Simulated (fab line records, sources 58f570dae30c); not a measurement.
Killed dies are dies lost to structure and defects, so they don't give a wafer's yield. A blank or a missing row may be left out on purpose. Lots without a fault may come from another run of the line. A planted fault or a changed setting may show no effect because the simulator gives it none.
Which tool did it? | flow berkeley_cmos170 | 13 lots, 39 wafers sampled, at 3 steps of a route of 331

WHAT THE GAUGES READ, wafer by wafer
UCB170_V2_THK_MEAS_04. Usual: V2_POLISHED_THK 1000.3 nm, standard deviation 1.1.
lot  | measured     | on            | V2_POLISHED_THK (nm) | flag
L172 | day 9 11:07  | film_metro-03 | 1000.5 999.2 1000.9  |
L171 | day 9 11:25  | film_metro-02 | 1003.1 1000.7 999.4  |
L173 | day 10 03:17 | film_metro-02 | 1000.0 1001.1 1002.2 |
L175 | day 10 05:26 | film_metro-02 | 997.8 1001.7 1002.4  |
L176 | day 10 05:11 | film_metro-01 | 1000.3 999.1 1001.6  |
L174 | day 10 06:10 | film_metro-03 | 999.5 998.4 1000.4   |
L177 | day 10 15:12 | film_metro-02 | 998.0 1001.7 1000.6  |
L178 | day 11 04:22 | film_metro-01 | 999.8 1000.1 1000.5  |
L179 | day 11 06:14 | film_metro-01 | 1000.4 1000.6 1001.2 |
L180 | day 11 05:17 | film_metro-01 | 999.5 1001.0 1001.2  |
L181 | day 11 19:53 | film_metro-03 | 1000.9 1001.3 1000.1 |
L190 | day 13 10:11 | film_metro-01 | 1001.8 1000.7 1000.2 |
L192 | day 13 11:30 | film_metro-02 | 999.8 999.8 999.9    |

WHICH TOOL RAN EACH LOT (tool, then ch and the chambers of the sampled wafers, then the start)
lot  | UCB170_GATE_CLEAN_17            | UCB170_V1_ETCH_14
L172 | wet_bench-02 ch 3, day 7 20:50  | rie_diel-01 ch 1,2,3, day 9 05:08
L171 | wet_bench-02 ch 2, day 7 21:06  | rie_diel-03 ch 1,2, day 9 05:16
L173 | wet_bench-01 ch 2, day 8 16:39  | rie_diel-03 ch 1,3, day 9 23:26
L175 | wet_bench-03 ch 3, day 8 16:43  | rie_diel-03 ch 1,3, day 10 01:07
L176 | wet_bench-02 ch 2, day 8 16:53  | rie_diel-04 ch 2,3, day 10 01:05
L174 | wet_bench-03 ch 0, day 8 16:55  | rie_diel-01 ch 0,2, day 10 01:52
L177 | wet_bench-03 ch 3, day 9 09:41  | rie_diel-04 ch 0,2,3, day 10 11:37
L178 | wet_bench-03 ch 1, day 9 17:26  | rie_diel-04 ch 0,1, day 10 23:21
L179 | wet_bench-03 ch 3, day 9 17:49  | rie_diel-01 ch 1,2,3, day 11 02:26
L180 | wet_bench-03 ch 3, day 9 17:49  | rie_diel-04 ch 2,3, day 11 01:21
L181 | wet_bench-03 ch 1, day 10 03:58 | rie_diel-04 ch 2,3, day 11 14:56
L190 | wet_bench-02 ch 2, day 11 15:32 | rie_diel-04 ch 0,1, day 13 04:26
L192 | wet_bench-02 ch 1, day 11 15:32 | rie_diel-03 ch 0,1,3, day 13 05:03
- UCB170_GATE_CLEAN_17: cleans in SPM, time 600 s.
- UCB170_V1_ETCH_14: etches SiO2 in CHF3/CF4/Ar, stops on Al, target depth 1250 nm, time 291 s.

WHAT THE TOOLS THEMSELVES READ (means of the sampled wafers that have a number; where no wafer has one, the mark that the record gives instead)
UCB170_V1_ETCH_14. Usual: drypump_motor_current_A 5.5 A, standard deviation 0.5; oes_product_au 0.873 a.u., standard deviation 0.015; throttle_valve_pct 6.94 %, standard deviation 0.097.
lot  | tool        | drypump_motor_current_A (A) | oes_product_au (a.u.) | throttle_valve_pct (%) | flag
L172 | rie_diel-01 | 5.6                         | 0.859                 | 6.93                   |
L171 | rie_diel-03 | 5.3                         | 0.895                 | 7.07                   |
L173 | rie_diel-03 | 5.6                         | 0.880                 | 6.88                   |
L175 | rie_diel-03 | 5.6                         | 0.881                 | 6.91                   |
L176 | rie_diel-04 | 5.1                         | 0.884                 | 6.91                   |
L174 | rie_diel-01 | 5.2                         | 0.888                 | 6.89                   |
L177 | rie_diel-04 | 5.3                         | 0.867                 | 6.90                   |
L178 | rie_diel-04 | 5.7                         | 0.861                 | 6.94                   |
L179 | rie_diel-01 | 5.6                         | 0.861                 | 6.93                   |
L180 | rie_diel-04 | 5.1                         | 0.876                 | 6.91                   |
L181 | rie_diel-04 | 5.0                         | 0.875                 | 6.88                   |
L190 | rie_diel-04 | 5.6                         | 0.868                 | 6.98                   |
L192 | rie_diel-03 | 5.9                         | 0.881                 | 6.93                   |

THE ANSWER, worked out from the rows above alone
Rule: a lot is off if the mean of its wafers that have a number lies more than 3 standard deviations from the usual mean. A lot without any number at a reading at which 4 lots or more have one is off too. The other lots that the step has rows for count as sound. The gauges are gone through in route order, then the tools' own readings, and for those a lot's mean is taken as printed above. The first step at which some lot is off is used, and at that step the reading that is off furthest; a lot without a number counts as furthest.
No lot is off at any reading shown: from this, nothing can be told.

WHAT THE SIMULATOR HAD PUT IN
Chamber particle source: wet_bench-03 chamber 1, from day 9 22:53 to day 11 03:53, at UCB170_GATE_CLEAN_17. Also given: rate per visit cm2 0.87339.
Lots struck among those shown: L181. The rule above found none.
